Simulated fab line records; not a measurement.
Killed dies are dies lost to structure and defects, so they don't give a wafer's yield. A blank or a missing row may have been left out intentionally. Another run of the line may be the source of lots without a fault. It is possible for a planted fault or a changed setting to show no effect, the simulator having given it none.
fab line records ; flow ritCmos
record lots=6; wafers=18; lastDay=8
route steps=202 shown CONTACT@172 M1@184
lots with no fault: from the same line, run without faults
startH: hours from the record's opening day to when the first of the lot's shown wafers began ; waitH: hours elapsed since this lot's preceding step ; " same as the row above ; L1.1+2: several wafers, shown together as one row ; - no value, or no start was given ; * or withheld: withheld ; < > ~ a bound
route shown NAME@n: a module of which the file shows steps, and the number in the route of the first ; usual: mean/standard deviation taken from wafers without a fault ; same: alike in all rows ; chamber/n: place in a boat ; sites: readings site by site ; _std_site: the standard deviation of these ; _edge_site: outer sites' mean less inner sites' ; radiusMm: how far each site lies from the wafer's centre ; mask NAME#n: copy n ; behind: tool/chamber where the wafer was last shaped ; hold: why the lot was held/for how many hours/how that ended ; device: which transistor (n, p or np) failed to switch ; end of line: the same wafers' tests at the end of the route ; a step without rows: its recipe alone ; killed: the dies lost at the first sort to structure and to defects; this is not the yield of the wafer ; map: dies across one wafer; x = killed, . = not, _ = none there
set.NAME: the setting that was run; set.NAME@STEP: the one run at that earlier step ; model.NAME: the simulator's own value behind a step, which no gauge read
certain route steps with their lots: each step a table, each wafer a row
services: the hour from which a tool's chamber was out of use, counted from the record's first day as startH (under 0 if before that day), plus the number of hours and why
## steps
# step RIT_CONTACT_SOFTBAKE_04
# recipe resist=NOVOLAK; tempC=90; timeS=60
# step RIT_CONTACT_EXPOSE_05
# recipe maskId=M11; na=0.6; sourceShape=conventional; sigmaOuter=0.5; targetCdNm=1000; doseMj=250
# step RIT_CONTACT_PEB_06
# recipe resist=NOVOLAK; tempC=withheld; timeS=withheld
# step RIT_CONTACT_DEVELOP_07
# recipe resist=NOVOLAK; developTimeS=120; devTempC=23
# step RIT_CONTACT_CD_MEAS_08
# recipe targetCdNm=1000
# usual cdNm=1000.3/1.9
lot.wafer;tool;chamber;startH;waitH;cdNm
L510.2;cdSem-02;-;63.38;-;999.2
L510.3;cdSem-02;-;63.38;-;999.5
L510.4;cdSem-02;-;63.38;-;998.9
L512.3;cdSem-01;-;78.98;-;1001.5
L512.4;cdSem-01;-;78.98;-;999.6
L512.5;cdSem-01;-;78.98;-;1000.0
L515.2;cdSem-02;-;89.37;-;998.3
L515.3;cdSem-02;-;89.37;-;1000.1
L515.6;cdSem-02;-;89.37;-;999.2
L529.1;cdSem-02;-;167.27;-;999.8
L529.2;cdSem-02;-;167.27;-;1001.7
L529.3;cdSem-02;-;167.27;-;1001.6
L530.2;cdSem-02;-;172.93;-;998.1
L530.4;cdSem-02;-;172.93;-;1001.4
L530.5;cdSem-02;-;172.93;-;999.2
L531.1;cdSem-02;-;175.11;-;1003.5
L531.2;cdSem-02;-;175.11;-;1003.3
L531.5;cdSem-02;-;175.11;-;1002.3
# step RIT_CONTACT_OVL_MEAS_09
# usual CONTACT_OVL=0.1/1.6
lot.wafer;tool;chamber;startH;waitH;CONTACT_OVL[nm]
L510.2;overlay-01;-;63.49;0.1;-0.1
L510.3;overlay-01;-;63.49;0.1;-0.8
L510.4;overlay-01;-;63.49;0.1;0.2
L512.3;overlay-01;-;79.08;0.1;2.3
L512.4;overlay-01;-;79.08;0.1;1.4
L512.5;overlay-01;-;79.08;0.1;2.7
L515.2;overlay-02;-;89.48;0.1;-1.4
L515.3;overlay-02;-;89.48;0.1;1.4
L515.6;overlay-02;-;89.48;0.1;0.4
L529.1;overlay-02;-;167.39;0.1;-0.3
L529.2;overlay-02;-;167.39;0.1;0.1
L529.3;overlay-02;-;167.39;0.1;0.3
L530.2;overlay-01;-;173.03;0.1;-0.3
L530.4;overlay-01;-;173.03;0.1;2.1
L530.5;overlay-01;-;173.03;0.1;-0.3
L531.1;overlay-01;-;175.23;0.1;-0.2
L531.2;overlay-01;-;175.23;0.1;-1.2
L531.5;overlay-01;-;175.23;0.1;-1.3
# step RIT_CONTACT_HARDBAKE_10
# recipe resist=NOVOLAK; tempC=140; timeS=60
# step RIT_CONTACT_ETCH_11
# recipe targetDepthA=4800; overEtchFrac=0.2; stopOn=TiSi2; chemistry=CHF3/CF4/Ar; target=SiO2; CHF3_flow_sccm=50; cf4FlowSccm=10; Ar_flow_sccm=100; O2_flow_sccm=5; pressureMtorr=100; rfW=200; timeS=320
# usual CHF3_flow_sccm=50.01/0.16; cf4FlowSccm=9.99/0.032; drypumpMotorCurrentA=5.7/0.5; oesProductAu=0.989/0.018; throttleValvePct=8.92/0.16
lot.wafer;tool;chamber;startH;waitH;CHF3_flow_sccm;cf4FlowSccm;drypumpMotorCurrentA;oesProductAu;rfHoursCounterH;throttleValvePct
L510.2;rieDiel-02;2;63.67;0.1;50.01;9.99;6.6;1.020;158;9.07
L510.3;rieDiel-02;3;63.67;0.1;50.03;9.98;5.4;1.000;92;8.95
L510.4;rieDiel-02;2;63.67;0.1;49.97;9.96;6.6;1.025;-;9.04
L512.3;rieDiel-02;3;79.35;0.2;50.34;10.04;5.4;1.006;-;8.96
L512.4;rieDiel-02;2;79.35;0.2;49.77;9.96;6.6;1.022;-;9.06
L512.5;rieDiel-02;2;79.35;0.2;49.66;10.01;6.7;1.026;-;9.05
L515.2;rieDiel-01;1;89.66;0.1;50.05;10.04;5.6;0.995;162;9.07
L515.3;rieDiel-01;3;89.66;0.1;50.06;10.03;5.9;0.983;51;8.54
L515.6;rieDiel-01;0;89.66;0.1;49.86;9.97;5.2;0.972;-;8.92
L529.1;rieDiel-01;1;167.57;0.1;50.21;10.06;5.6;0.996;1;9.07
L529.2;rieDiel-01;0;167.57;0.1;49.85;9.98;5.2;0.962;121;8.90
L529.3;rieDiel-01;2;167.57;0.1;50.05;9.99;6.0;0.985;49;9.08
L530.2;rieDiel-02;1;173.21;0.1;50.19;10.01;5.5;0.996;55;9.00
L530.4;rieDiel-02;0;173.21;0.1;49.66;10.01;5.7;0.964;2;9.06
L530.5;rieDiel-02;0;173.21;0.1;49.79;10.01;5.7;0.963;-;9.06
L531.1;rieDiel-04;1;175.42;0.1;49.85;9.97;4.8;1.005;5;8.78
L531.2;rieDiel-04;2;175.42;0.1;49.88;9.98;5.6;0.955;1;8.94
L531.5;rieDiel-04;1;175.42;0.1;50.08;9.96;4.8;1.006;-;8.80
# step RIT_CONTACT_STRIP_12
# recipe chemistry=O2; timeS=180; resist=NOVOLAK; platenTempC=withheld; powerW=500; pressureMtorr=4000; o2FlowSccm=4000
# usual drypumpMotorCurrentA=5.9/0.46; rfReflPowerW=7.2/0.93
lot.wafer;tool;chamber;startH;waitH;drypumpMotorCurrentA;rfHoursCounterH;rfReflPowerW
L510.2;plasmaAsher-04;0;63.86;0.1;6.3;44;5.6
L510.3;plasmaAsher-04;1;63.86;0.1;6.7;-;8.0
L510.4;plasmaAsher-04;0;63.86;0.1;6.3;-;6.0
L512.3;plasmaAsher-04;0;79.60;0.2;6.3;-;6.0
L512.4;plasmaAsher-04;1;79.60;0.2;6.7;-;8.5
L512.5;plasmaAsher-04;1;79.60;0.2;6.7;-;9.1
L515.2;plasmaAsher-04;0;89.85;0.1;6.3;46;6.0
L515.3;plasmaAsher-04;0;89.85;0.1;6.3;-;5.9
L515.6;plasmaAsher-04;0;89.85;0.1;6.3;-;6.1
L529.1;plasmaAsher-02;0;167.77;0.1;6.1;5;7.9
L529.2;plasmaAsher-02;1;167.77;0.1;5.3;5;7.8
L529.3;plasmaAsher-02;0;167.77;0.1;6.1;-;7.8
L530.2;plasmaAsher-04;0;173.41;0.1;6.3;54;5.8
L530.4;plasmaAsher-04;0;173.41;0.1;6.3;-;5.5
L530.5;plasmaAsher-04;1;173.41;0.1;6.7;-;8.6
L531.1;plasmaAsher-02;0;175.61;0.1;6.1;6;8.1
L531.2;plasmaAsher-02;1;175.61;0.1;5.3;6;7.8
L531.5;plasmaAsher-02;1;175.61;0.1;5.2;-;7.6
# step RIT_CONTACT_CD_MEAS_90
# recipe targetCdNm=1000
# usual cdNm=1000.2/1.9
lot.wafer;tool;chamber;startH;waitH;cdNm
L510.2;cdSem-02;-;64.05;0.1;999.3
L510.3;cdSem-02;-;64.05;0.1;999.3
L510.4;cdSem-02;-;64.05;0.1;999.2
L512.3;cdSem-01;-;79.76;0.1;1001.0
L512.4;cdSem-01;-;79.76;0.1;1000.2
L512.5;cdSem-01;-;79.76;0.1;1000.5
L515.2;cdSem-01;-;90.05;0.1;998.3
L515.3;cdSem-01;-;90.05;0.1;999.7
L515.6;cdSem-01;-;90.05;0.1;999.1
L529.1;cdSem-01;-;167.94;0.1;1000.1
L529.2;cdSem-01;-;167.94;0.1;1001.4
L529.3;cdSem-01;-;167.94;0.1;1001.3
L530.2;cdSem-01;-;173.60;0.1;998.4
L530.4;cdSem-01;-;173.60;0.1;1002.0
L530.5;cdSem-01;-;173.60;0.1;999.5
L531.1;cdSem-02;-;175.79;0.1;1003.5
L531.2;cdSem-02;-;175.79;0.1;1003.4
L531.5;cdSem-02;-;175.79;0.1;1002.3
# step RIT_CONTACT_CLEAN_13
# recipe chemistry=SC1; mix=3:3:50; timeS=600; tempC=75
# step RIT_CONTACT_CLEAN_14
# recipe chemistry=SC2; mix=3:3:50; timeS=600; tempC=75; dry=n2Spin
# step RIT_M1_SPUTTER_00
# recipe material=Al; targetThkNm=400; powerW=2000; chamberPressurePa=0.4; gas=Ar; timeS=500; substrateTempC=25
# usual chamberPressurePa=0.4000/0.00079; substrateTempC=24.98/0.1; throttleValvePct=29.6/0.58
lot.wafer;tool;chamber;startH;waitH;chamberPressurePa;substrateTempC;throttleValvePct;model.Al_of_M1_SPUTTER_00.thkNm
L510.2;pvdSputter-03;-;64.50;0.0;0.3994;24.97;29.4;403.2
L510.3;pvdSputter-03;-;64.50;0.0;0.4005;25.05;30.0;405.1
L510.4;pvdSputter-03;-;64.50;0.0;0.4006;24.99;29.8;399.5
L512.3;pvdSputter-04;-;80.20;0.0;0.3992;25.09;29.1;399.1
L512.4;pvdSputter-04;-;80.20;0.0;0.4001;24.86;29.2;397.5
L512.5;pvdSputter-04;-;80.20;0.0;0.4009;24.93;30.4;395.5
L515.2;pvdSputter-04;-;90.50;0.0;0.4001;24.94;30.3;396.2
L515.3;pvdSputter-04;-;90.50;0.0;0.3996;24.90;29.3;399.7
L515.6;pvdSputter-04;-;90.50;0.0;0.4000;24.78;30.3;396.6
L529.1;pvdSputter-04;-;168.41;0.0;0.4672;25.04;27.4;380
L529.2;pvdSputter-04;-;168.41;0.0;0.4668;24.89;27.1;385.7
L529.3;pvdSputter-04;-;168.41;0.0;0.4672;24.93;27.0;388.2
L530.2;pvdSputter-04;-;174.05;0.0;0.4657;24.80;26.8;384.4
L530.4;pvdSputter-04;-;174.05;0.0;0.4676;24.96;27.9;379.2
L530.5;pvdSputter-04;-;174.05;0.0;0.4675;25.00;27.3;378
L531.1;pvdSputter-01;-;176.28;0.0;0.3997;25.03;31.3;403.8
L531.2;pvdSputter-01;-;176.28;0.0;0.4000;24.92;28.9;406.9
L531.5;pvdSputter-01;-;176.28;0.0;0.4007;24.98;29.2;407.2
# step RIT_M1_RS_MEAS_01
# recipe thkMeasGauge=four-point-probe; reads=Al_of_M1_SPUTTER_00
# usual M1_AL_RS=0.0736/0.00077
lot.wafer;tool;chamber;startH;waitH;M1_AL_RS[ohm/sq]
L510.2;filmMetro-01;-;64.82;0.2;0.0728
L510.3;filmMetro-01;-;64.82;0.2;0.0725
L510.4;filmMetro-01;-;64.82;0.2;0.0735
L512.3;filmMetro-02;-;80.54;0.2;0.0736
L512.4;filmMetro-02;-;80.54;0.2;0.0740
L512.5;filmMetro-02;-;80.54;0.2;0.0744
L515.2;filmMetro-01;-;90.81;0.2;0.0742
L515.3;filmMetro-01;-;90.81;0.2;0.0734
L515.6;filmMetro-01;-;90.81;0.2;0.0740
L529.1;filmMetro-02;-;168.71;0.1;0.0780
L529.2;filmMetro-02;-;168.71;0.1;0.0768
L529.3;filmMetro-02;-;168.71;0.1;0.0763
L530.2;filmMetro-01;-;174.37;0.2;0.0770
L530.4;filmMetro-01;-;174.37;0.2;0.0782
L530.5;filmMetro-01;-;174.37;0.2;0.0785
L531.1;filmMetro-01;-;176.57;0.1;0.0727
L531.2;filmMetro-01;-;176.57;0.1;0.0722
L531.5;filmMetro-01;-;176.57;0.1;0.0722
# step RIT_M1_THK_MEAS_02
# recipe thkMeasGauge=xrf; reads=Al_of_M1_SPUTTER_00
# usual M1_AL_THK=400/4.5
lot.wafer;tool;chamber;startH;waitH;M1_AL_THK[nm]
L510.2;filmMetro-01;-;64.93;0.1;401
L510.3;filmMetro-01;-;64.93;0.1;407
L510.4;filmMetro-01;-;64.93;0.1;400
L512.3;filmMetro-02;-;80.64;0.1;397
L512.4;filmMetro-02;-;80.64;0.1;394
L512.5;filmMetro-02;-;80.64;0.1;394
L515.2;filmMetro-01;-;90.92;0.1;399
L515.3;filmMetro-01;-;90.92;0.1;403
L515.6;filmMetro-01;-;90.92;0.1;398
L529.1;filmMetro-02;-;168.83;0.1;382
L529.2;filmMetro-02;-;168.83;0.1;383
L529.3;filmMetro-02;-;168.83;0.1;388
L530.2;filmMetro-01;-;174.48;0.1;387
L530.4;filmMetro-01;-;174.48;0.1;383
L530.5;filmMetro-01;-;174.48;0.1;380
L531.1;filmMetro-01;-;176.69;0.1;408
L531.2;filmMetro-01;-;176.69;0.1;410
L531.5;filmMetro-01;-;176.69;0.1;408
# step RIT_M1_HMDS_03
# recipe primeTimeS=60; primeTempC=140
# step RIT_M1_COAT_04
# recipe resist=NOVOLAK; spinRpm=2000; resistThkNm=1300
# step RIT_M1_SOFTBAKE_05
# recipe resist=NOVOLAK; tempC=90; timeS=60
# step RIT_M1_EXPOSE_06
# recipe maskId=M12; na=0.6; sourceShape=conventional; sigmaOuter=0.5; targetCdNm=2600; doseMj=250
# step RIT_M1_PEB_07
# recipe resist=NOVOLAK; tempC=withheld; timeS=withheld
# step RIT_M1_DEVELOP_08
# recipe resist=NOVOLAK; developTimeS=68; devTempC=23
# step RIT_M1_CD_MEAS_09
# recipe targetCdNm=2600
# usual cdNm=2599.7/2.1
lot.wafer;tool;chamber;startH;waitH;cdNm
L510.2;cdSem-01;-;65.88;-;2600.7
L510.3;cdSem-01;-;65.88;-;2601.2
L510.4;cdSem-01;-;65.88;-;2601.4
L512.3;cdSem-02;-;81.78;-;2598.9
L512.4;cdSem-02;-;81.78;-;2596.7
L512.5;cdSem-02;-;81.78;-;2597.5
L515.2;cdSem-02;-;92.00;-;2595.5
L515.3;cdSem-02;-;92.00;-;2599.5
L515.6;cdSem-02;-;92.00;-;2598.0
L529.1;cdSem-01;-;170.11;-;2596.9
L529.2;cdSem-01;-;170.11;-;2598.7
L529.3;cdSem-01;-;170.11;-;2600.2
L530.2;cdSem-01;-;175.75;-;2597.4
L530.4;cdSem-01;-;175.75;-;2598.4
L530.5;cdSem-01;-;175.75;-;2597.8
L531.1;cdSem-02;-;177.75;-;2602.3
L531.2;cdSem-02;-;177.75;-;2602.0
L531.5;cdSem-02;-;177.75;-;2603.3
# step RIT_M1_OVL_MEAS_10
# usual M1_OVL=-0.5/1.5
lot.wafer;tool;chamber;startH;waitH;M1_OVL[nm]
L510.2;overlay-01;-;65.99;0.1;-1.2
L510.3;overlay-01;-;65.99;0.1;2.2
L510.4;overlay-01;-;65.99;0.1;0.1
L512.3;overlay-02;-;81.87;0.1;-0.8
L512.4;overlay-02;-;81.87;0.1;-1.2
L512.5;overlay-02;-;81.87;0.1;0.0
L515.2;overlay-02;-;92.10;0.1;0.1
L515.3;overlay-02;-;92.10;0.1;-0.7
L515.6;overlay-02;-;92.10;0.1;0.1
L529.1;overlay-02;-;170.23;0.1;-2.8
L529.2;overlay-02;-;170.23;0.1;-2.1
L529.3;overlay-02;-;170.23;0.1;-0.9
L530.2;overlay-02;-;175.86;0.1;-0.5
L530.4;overlay-02;-;175.86;0.1;-0.3
L530.5;overlay-02;-;175.86;0.1;-2.0
L531.1;overlay-02;-;177.87;0.1;-0.3
L531.2;overlay-02;-;177.87;0.1;-0.5
L531.5;overlay-02;-;177.87;0.1;0.9
# step RIT_M1_HARDBAKE_11
# recipe resist=NOVOLAK; tempC=140; timeS=120
# step RIT_M1_METAL_ETCH_12
# recipe stopOn=SiO2; chemistry=Cl2/BCl3; target=Al; timeS=165; overEtchFrac=0.5; pressureMtorr=100; targetDepthA=6000; rfW=250; Cl2_flow_sccm=60; bcl3FlowSccm=50
# usual drypumpMotorCurrentA=5.47/0.27; oesProductAu=0.780/0.016; throttleValvePct=8.35/0.11
lot.wafer;tool;chamber;startH;waitH;drypumpMotorCurrentA;oesProductAu;rfHoursCounterH;throttleValvePct;model.etch.depthNm;model.M1.featureDepthNm
L510.2;rieMetal-02;1;66.31;0.2;5.55;0.782;4;8.28;403.2;435.5
L510.3;rieMetal-02;1;66.31;0.2;5.51;0.803;-;8.26;405.1;437.7
L510.4;rieMetal-02;0;66.31;0.2;5.47;0.769;-;8.20;399.5;432.3
L512.3;rieMetal-04;0;82.20;0.2;5.76;0.790;-;8.36;399.1;433.2
L512.4;rieMetal-04;1;82.20;0.2;5.10;0.777;-;8.46;397.5;429.9
L512.5;rieMetal-04;1;82.20;0.2;5.12;0.771;-;8.48;395.5;428.1
L515.2;rieMetal-04;1;92.38;0.2;5.11;0.778;1;8.48;396.2;428.6
L515.3;rieMetal-04;0;92.38;0.2;5.78;0.800;-;8.34;399.7;433.8
L515.6;rieMetal-04;0;92.38;0.2;5.78;0.800;-;8.35;396.6;430.7
L529.1;rieMetal-04;1;170.72;0.2;5.09;0.749;2;8.48;380;412.8
L529.2;rieMetal-04;0;170.72;0.2;5.76;0.777;2;8.37;385.7;420.1
L529.3;rieMetal-04;1;170.72;0.2;5.11;0.775;-;8.48;388.2;421.3
L530.2;rieMetal-01;1;176.42;0.2;5.15;0.758;0;8.33;384.4;417.7
L530.4;rieMetal-01;0;176.42;0.2;5.82;0.766;-;8.54;379.2;412.6
L530.5;rieMetal-01;0;176.42;0.2;5.81;0.771;-;8.51;378;411
L531.1;rieMetal-02;1;178.16;0.2;5.53;0.793;6;8.25;403.8;436.5
L531.2;rieMetal-02;0;178.16;0.2;5.48;0.775;5;8.19;406.9;439.8
L531.5;rieMetal-02;1;178.16;0.2;5.51;0.797;-;8.26;407.2;439.9
# step RIT_M1_STRIP_13
# recipe chemistry=nmp; resist=NOVOLAK; tempC=80; timeS=600; dry=n2Spin
# step RIT_M1_PROBE_99
# usual defectLimitedYield=97.4/1.2; killedAtContacts=0.1/0.23; killedAtFrontEnd=7/3.1; killedDies=7/3.1; killedOpen=3.3/2; killedShort=3.6/1.9; sort_bin_3_pad_short=0.1/0.23; sort_bin_5_function=1.5/0.81; sort_bin_6_memory=1.0/0.63; sortNPass=257/3.1; sortYieldPct=97.4/1.2
# same grossDies=264; killed_at_M0_to_M3=0; killed_at_M4_up=0; killedAtBackSide=0; killedAtOther=0
lot.wafer;tool;chamber;startH;waitH;defectLimitedYield[%];killedAtContacts;killedAtFrontEnd;killedDies;killedOpen;killedShort;sort_bin_3_pad_short[%];sort_bin_5_function[%];sort_bin_6_memory[%];sortNPass;sortYieldPct[%];model.etest.m1.rsOhmSq
L510.2;prober-02;-;68.61;0.1;98.1;0;5;5;5;0;0;0.8;1.1;259;98.1;0.07217
L510.3;prober-02;-;68.66;0.2;94.7;0;14;14;9;5;0;3.0;2.3;250;94.7;0.07185
L510.4;prober-02;-;68.71;0.2;97.0;0;8;8;3;5;0.4;1.5;1.1;256;97.0;0.07268
L512.3;prober-02;-;84.62;0.2;98.9;0;3;3;1;2;0;0;1.1;261;98.9;0.07224
L512.4;prober-02;-;84.67;0.2;97.3;0;7;7;2;5;0;1.5;1.1;257;97.3;0.07315
L512.5;prober-02;-;84.72;0.2;98.1;0;5;5;2;3;0.4;1.1;0.4;259;98.1;0.07331
L515.2;prober-01;-;94.68;0.1;98.1;0;5;5;4;1;0;1.1;0.8;259;98.1;0.07373
L515.3;prober-01;-;94.73;0.2;97.3;0;7;7;3;4;0;1.5;1.1;257;97.3;0.07211
L515.6;prober-01;-;94.88;0.2;98.5;0;4;4;2;2;0;1.1;0.4;260;98.5;0.07296
L529.1;prober-01;-;172.97;0.1;97.3;0;7;7;3;4;0;1.9;0.8;257;97.3;0.07682
L529.2;prober-01;-;173.02;0.1;96.6;0;9;9;5;4;0;1.9;1.5;255;96.6;0.07525
L529.3;prober-01;-;173.07;0.2;98.1;1;4;5;4;1;0;0.4;1.5;259;98.1;0.07505
L530.2;prober-01;-;178.72;0.1;98.5;0;4;4;4;0;0;1.1;0.4;260;98.5;0.07509
L530.4;prober-01;-;178.82;0.2;96.6;0;9;9;5;4;0.4;2.7;0.4;255;96.6;0.0762
L530.5;prober-01;-;178.87;0.2;98.1;0;5;5;4;1;0;1.5;0.4;259;98.1;0.07639
L531.1;prober-02;-;180.41;0.1;98.1;0;5;5;2;3;0;1.1;0.8;259;98.1;0.07143
L531.2;prober-02;-;180.46;0.1;98.1;0;5;5;1;4;0.4;1.1;0.4;259;98.1;0.071
L531.5;prober-02;-;180.61;0.2;98.5;0;4;4;2;2;0;1.1;0.4;260;98.5;0.07067
# killed by level:class
L510.2 SILICIDE:geometricParticle:open=3 GATE:geometricParticle:open=2
L510.3 GATE:geometricParticle:open=3 FOX1:geometricParticle:short=2 FOX1:geometricParticle:open=2 GATE:geometricParticle:short=2 REOX:geometricParticle:open=2 FOX2:geometricParticle:open=1 SPACER:geometricParticle:short=1 SPACER:geometricParticle:open=1
L510.4 GATE:geometricParticle:short=3 ACTIVE:geometricParticle:open=1 FOX2:geometricParticle:short=1 REOX:geometricParticle:open=1 SPACER:geometricParticle:open=1 SILICIDE:geometricParticle:short=1
L512.3 FOX1:geometricParticle:open=1 FOX1:geometricParticle:short=1 GATE:geometricParticle:short=1
L512.4 FOX2:geometricParticle:short=2 GATE:geometricParticle:short=2 GATE:geometricParticle:open=1 REOX:geometricParticle:open=1 SILICIDE:geometricParticle:short=1
L512.5 GATE:geometricParticle:short=2 FOX1:geometricParticle:short=1 REOX:geometricParticle:open=1 SPACER:geometricParticle:open=1
L515.2 FOX2:geometricParticle:open=1 GATE:geometricParticle:open=1 SPACER:geometricParticle:open=1 SPACER:geometricParticle:short=1 SILICIDE:geometricParticle:open=1
L515.3 SPACER:geometricParticle:short=2 GATE:geometricParticle:short=1 GATE:geometricParticle:open=1 SPACER:geometricParticle:open=1 SILICIDE:geometricParticle:short=1 SILICIDE:geometricParticle:open=1
L515.6 FOX1:geometricParticle:open=2 GATE:geometricParticle:short=1 SPACER:geometricParticle:short=1
L529.1 REOX:geometricParticle:short=3 GATE:geometricParticle:open=2 FOX1:geometricParticle:short=1 FOX2:geometricParticle:open=1
L529.2 GATE:geometricParticle:open=4 FOX1:geometricParticle:short=1 FOX2:geometricParticle:short=1 REOX:geometricParticle:short=1 SPACER:geometricParticle:open=1 SILICIDE:geometricParticle:short=1
L529.3 GATE:geometricParticle:open=3 GATE:geometricParticle:short=1 CONTACT:geometricParticle:open=1
L530.2 GATE:geometricParticle:open=2 SPACER:geometricParticle:open=1 SILICIDE:geometricParticle:open=1
L530.4 SPACER:geometricParticle:short=2 GATE:geometricParticle:open=2 GATE:geometricParticle:short=2 SILICIDE:geometricParticle:open=2 FOX1:geometricParticle:open=1
L530.5 GATE:geometricParticle:open=2 REOX:geometricParticle:open=2 SPACER:geometricParticle:short=1
L531.1 FOX1:geometricParticle:short=2 FOX1:geometricParticle:open=1 GATE:geometricParticle:open=1 SILICIDE:geometricParticle:short=1
L531.2 GATE:geometricParticle:short=2 GATE:geometricParticle:open=1 REOX:geometricParticle:short=1 SILICIDE:geometricParticle:short=1
L531.5 FOX1:geometricParticle:short=2 GATE:geometricParticle:open=2
## services
tool;chamber;startH;hours;kind
pvdSputter-03;-;40.48;22.1;repair
rieDiel-04;1;57.95;8.6;repair
rieDiel-04;3;64.58;5.8;repair
rieMetal-01;-;70.99;0.9;repair
rieDiel-02;1;77.89;7.6;repair
rieMetal-01;-;78.40;0.8;repair
rieDiel-01;-;80.40;0.5;repair
plasmaAsher-04;-;82.67;4.3;pm
rieDiel-04;0;86.34;29.9;repair
rieDiel-01;1;90.89;4.3;repair
plasmaAsher-04;-;100.14;10.0;pm
rieDiel-04;-;105.57;2.8;pm
rieMetal-02;-;108.74;0.7;repair
plasmaAsher-02;-;108.75;9.0;pm
rieDiel-04;1;130.67;16.5;repair
pvdSputter-01;-;132.71;15.2;repair
rieMetal-01;-;136.12;20.0;pm
rieDiel-02;1;136.15;6.4;repair
plasmaAsher-04;-;145.66;1.5;repair
rieDiel-04;-;146.99;1.3;repair
rieDiel-02;3;157.76;4.2;repair
rieMetal-04;-;161.57;0.1;repair
rieDiel-04;3;163.20;9.2;repair
pvdSputter-04;-;164.86;2.7;repair
## key
firstSign step=RIT_M1_SPUTTER_00; reading=chamberPressurePa; direction=up; sigmas=85; usual=0.4000; struck=0.4670
effect step=RIT_M1_SPUTTER_00; reading=throttleValvePct; direction=down; sigmas=4; usual=29.6; struck=27.3
effect step=RIT_M1_RS_MEAS_01; reading=M1_AL_RS; direction=up; sigmas=5; usual=0.0736; struck=0.0775
effect step=RIT_M1_THK_MEAS_02; reading=M1_AL_THK; direction=down; sigmas=3.6; usual=400; struck=384
modelEffect step=RIT_M1_SPUTTER_00; value=Al_of_M1_SPUTTER_00.thkNm; without=398.1; struck=382.6
modelEffect step=RIT_M1_METAL_ETCH_12; value=etch.depthNm; without=398.1; struck=382.6
modelEffect step=RIT_M1_PROBE_99; value=etest.m1.rsOhmSq; without=0.07283; struck=0.0758
metAt RIT_M1_SPUTTER_00
struckWafers L529.1,L529.2,L529.3,L530.2,L530.4,L530.5
onsetBetween 90.50 168.41
fault kind=processParameterDrift; tool=pvdSputter-04; chamber=-; onsetH=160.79; steps=RIT_M1_SPUTTER_00; channel=chamberPressurePa; offset=0.067172; shape=step; endH=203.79; stated=0.4
